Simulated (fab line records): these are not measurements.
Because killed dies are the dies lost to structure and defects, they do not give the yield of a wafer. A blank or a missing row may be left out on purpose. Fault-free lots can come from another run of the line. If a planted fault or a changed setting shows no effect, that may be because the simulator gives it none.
Split-lot experiment / flow rit cmos / 23 wafers read from 5 lots, route of 202 steps

## SPLIT DETAILS
At RIT_NLDD_COAT_01 (resist thk 1000 nm), the setting spin rpm was moved away from the recipe's 3250 rpm on 10 of the 23 wafers read, by -6.4% to +5.3%. All remaining wafers had this setting at the recipe value.

## FROM THE SPLIT TO THE READING: what the file shows between them, 4 steps
- RIT_NLDD_SOFTBAKE_02: time 60 s (also split here: temp c)
- RIT_NLDD_EXPOSE_03: exposes mask M7, target cd 40700 nm
- RIT_NLDD_PEB_04
- RIT_NLDD_DEVELOP_05: develop time 50 s

## THE READING
NOVOLAK_of_NLDD_COAT_01.thk nm (the simulator's own value, which no gauge read), in nm, at RIT_NLDD_HARDBAKE_07 (time 60 s). The file does not state a usual value for it. The 13 wafers here that ran the recipe average 884.2 nm, standard deviation 2.3 nm.

wafer=L075.1; tool, chamber at the split=litho track-01, 0; spin rpm as run, rpm=3250; against the recipe=recipe; NOVOLAK_of_NLDD_COAT_01.thk nm, nm=883; against lot-mates on the recipe=-
wafer=L075.2; tool, chamber at the split=litho track-01, 0; spin rpm as run, rpm=3423; against the recipe=+5.3%; NOVOLAK_of_NLDD_COAT_01.thk nm, nm=860.4; against lot-mates on the recipe=-25.0
wafer=L075.3; tool, chamber at the split=litho track-01, 0; spin rpm as run, rpm=3423; against the recipe=+5.3%; NOVOLAK_of_NLDD_COAT_01.thk nm, nm=860.4; against lot-mates on the recipe=-25.0
wafer=L075.5; tool, chamber at the split=litho track-01, 0; spin rpm as run, rpm=3250; against the recipe=recipe; NOVOLAK_of_NLDD_COAT_01.thk nm, nm=886.6; against lot-mates on the recipe=-
wafer=L075.6; tool, chamber at the split=litho track-01, 0; spin rpm as run, rpm=3250; against the recipe=recipe; NOVOLAK_of_NLDD_COAT_01.thk nm, nm=886.5; against lot-mates on the recipe=-
wafer=L078.1; tool, chamber at the split=litho track-02, 0; spin rpm as run, rpm=3250; against the recipe=recipe; NOVOLAK_of_NLDD_COAT_01.thk nm, nm=882.2; against lot-mates on the recipe=-
wafer=L078.2; tool, chamber at the split=litho track-02, 0; spin rpm as run, rpm=3332; against the recipe=+2.5%; NOVOLAK_of_NLDD_COAT_01.thk nm, nm=870.8; against lot-mates on the recipe=-11.1
wafer=L078.4; tool, chamber at the split=litho track-02, 0; spin rpm as run, rpm=3332; against the recipe=+2.5%; NOVOLAK_of_NLDD_COAT_01.thk nm, nm=870.3; against lot-mates on the recipe=-11.6
wafer=L078.5; tool, chamber at the split=litho track-02, 0; spin rpm as run, rpm=3250; against the recipe=recipe; NOVOLAK_of_NLDD_COAT_01.thk nm, nm=881.6; against lot-mates on the recipe=-
wafer=L078.6; tool, chamber at the split=litho track-02, 0; spin rpm as run, rpm=3332; against the recipe=+2.5%; NOVOLAK_of_NLDD_COAT_01.thk nm, nm=871.6; against lot-mates on the recipe=-10.3
wafer=L081.2; tool, chamber at the split=litho track-02, 0; spin rpm as run, rpm=3250; against the recipe=recipe; NOVOLAK_of_NLDD_COAT_01.thk nm, nm=888.6; against lot-mates on the recipe=-
wafer=L081.3; tool, chamber at the split=litho track-02, 0; spin rpm as run, rpm=3098; against the recipe=-4.7%; NOVOLAK_of_NLDD_COAT_01.thk nm, nm=906.6; against lot-mates on the recipe=+18.8
wafer=L081.4; tool, chamber at the split=litho track-02, 0; spin rpm as run, rpm=3098; against the recipe=-4.7%; NOVOLAK_of_NLDD_COAT_01.thk nm, nm=907.8; against lot-mates on the recipe=+20.0
wafer=L081.5; tool, chamber at the split=litho track-02, 0; spin rpm as run, rpm=3250; against the recipe=recipe; NOVOLAK_of_NLDD_COAT_01.thk nm, nm=887; against lot-mates on the recipe=-
wafer=L081.6; tool, chamber at the split=litho track-02, 0; spin rpm as run, rpm=3098; against the recipe=-4.7%; NOVOLAK_of_NLDD_COAT_01.thk nm, nm=908; against lot-mates on the recipe=+20.2
wafer=L084.2; tool, chamber at the split=litho track-02, 0; spin rpm as run, rpm=3250; against the recipe=recipe; NOVOLAK_of_NLDD_COAT_01.thk nm, nm=881.7; against lot-mates on the recipe=-
wafer=L084.3; tool, chamber at the split=litho track-02, 0; spin rpm as run, rpm=3250; against the recipe=recipe; NOVOLAK_of_NLDD_COAT_01.thk nm, nm=881.2; against lot-mates on the recipe=-
wafer=L084.5; tool, chamber at the split=litho track-02, 0; spin rpm as run, rpm=3250; against the recipe=recipe; NOVOLAK_of_NLDD_COAT_01.thk nm, nm=883.4; against lot-mates on the recipe=-
wafer=L085.1; tool, chamber at the split=litho track-04, 0; spin rpm as run, rpm=3250; against the recipe=recipe; NOVOLAK_of_NLDD_COAT_01.thk nm, nm=885.8; against lot-mates on the recipe=-
wafer=L085.2; tool, chamber at the split=litho track-04, 0; spin rpm as run, rpm=3043; against the recipe=-6.4%; NOVOLAK_of_NLDD_COAT_01.thk nm, nm=915.3; against lot-mates on the recipe=+31.1
wafer=L085.3; tool, chamber at the split=litho track-04, 0; spin rpm as run, rpm=3250; against the recipe=recipe; NOVOLAK_of_NLDD_COAT_01.thk nm, nm=884.2; against lot-mates on the recipe=-
wafer=L085.5; tool, chamber at the split=litho track-04, 0; spin rpm as run, rpm=3043; against the recipe=-6.4%; NOVOLAK_of_NLDD_COAT_01.thk nm, nm=918.2; against lot-mates on the recipe=+34.0
wafer=L085.6; tool, chamber at the split=litho track-04, 0; spin rpm as run, rpm=3250; against the recipe=recipe; NOVOLAK_of_NLDD_COAT_01.thk nm, nm=882.5; against lot-mates on the recipe=-

FIT RESULTS
A straight line over all 23 wafers: NOVOLAK_of_NLDD_COAT_01.thk nm changes by -4.91 nm for each +1% of spin rpm; r = -0.99; the points scatter about the line by 2.1 nm.
The same after taking each lot's own level away (the mean of its wafers on the recipe; 23 wafers): -4.67 nm for each +1%; r = -0.99; scatter 1.6 nm.
Per that fit: largest spin rpm move, reading shift of 30 nm.
The lots' own levels span 881.90 to 887.80 nm, that is 2.5 times the standard deviation above.
The two slopes are in agreement: the lot-to-lot level therefore moves the slope only a little.
Check: with one of the wafers moved furthest among these (-6.4%) left out of the fit, the line predicts +29.5 nm for it against its lot-mates. Against them it came out at +31.1 nm.

## OTHER SPLITS ON THESE WAFERS
Note: prior to the reading, these wafers also went through further splits. Each is held against what the fit with the lots' levels taken away leaves over:
other split on the same wafers=RIT_ACTIVE_COAT_06 spin rpm; wafers away from the commonest value=3; r with NOVOLAK_of_NLDD_COAT_01.thk nm (lot level and that fit taken away)=+0.07
other split on the same wafers=RIT_ACTIVE_SOFTBAKE_07 temp c; wafers away from the commonest value=8; r with NOVOLAK_of_NLDD_COAT_01.thk nm (lot level and that fit taken away)=-0.35
other split on the same wafers=RIT_FOX1_OXIDATION_00 temp c; wafers away from the commonest value=10; r with NOVOLAK_of_NLDD_COAT_01.thk nm (lot level and that fit taken away)=-0.11
other split on the same wafers=RIT_PWELL_SOFTBAKE_02 temp c; wafers away from the commonest value=9; r with NOVOLAK_of_NLDD_COAT_01.thk nm (lot level and that fit taken away)=-0.10
other split on the same wafers=RIT_PWELL_IMPLANT_08 energy kev; wafers away from the commonest value=9; r with NOVOLAK_of_NLDD_COAT_01.thk nm (lot level and that fit taken away)=-0.29
other split on the same wafers=RIT_PRETRO_COAT_01 spin rpm; wafers away from the commonest value=10; r with NOVOLAK_of_NLDD_COAT_01.thk nm (lot level and that fit taken away)=+0.14
other split on the same wafers=RIT_PRETRO_IMPLANT_08 energy kev; wafers away from the commonest value=10; r with NOVOLAK_of_NLDD_COAT_01.thk nm (lot level and that fit taken away)=-0.24
other split on the same wafers=RIT_GATE_EXPOSE_13 dose mj; wafers away from the commonest value=7; r with NOVOLAK_of_NLDD_COAT_01.thk nm (lot level and that fit taken away)=+0.11
other split on the same wafers=RIT_NLDD_SOFTBAKE_02 temp c; wafers away from the commonest value=11; r with NOVOLAK_of_NLDD_COAT_01.thk nm (lot level and that fit taken away)=+0.01

## THE WHOLE CHAIN: every reading that the file lists as answering this split, in the file's order
step=RIT_NLDD_COAT_01; what it does=resist thk 1000 nm; reading=NOVOLAK_of_NLDD_COAT_01.thk nm (the simulator's own value, which no gauge read); change (the file's fit)=-5.42 nm for each +1% of the setting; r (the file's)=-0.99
step=RIT_NLDD_SOFTBAKE_02; what it does=time 60 s; reading=NOVOLAK_of_NLDD_COAT_01.thk nm (the simulator's own value, which no gauge read); change (the file's fit)=-5.48 nm for each +1% of the setting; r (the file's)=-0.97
step=RIT_NLDD_DEVELOP_05; what it does=develop time 50 s; reading=NOVOLAK_of_NLDD_COAT_01.thk nm (the simulator's own value, which no gauge read); change (the file's fit)=-5.8 nm for each +1% of the setting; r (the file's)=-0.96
step=RIT_NLDD_HARDBAKE_07; what it does=time 60 s; reading=NOVOLAK_of_NLDD_COAT_01.thk nm (the simulator's own value, which no gauge read); change (the file's fit)=-4.74 nm for each +1% of the setting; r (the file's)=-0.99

## THE FILE'S OWN FIT
NOVOLAK_of_NLDD_COAT_01.thk nm changes by -4.74 nm for each +1% of spin rpm, r = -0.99.
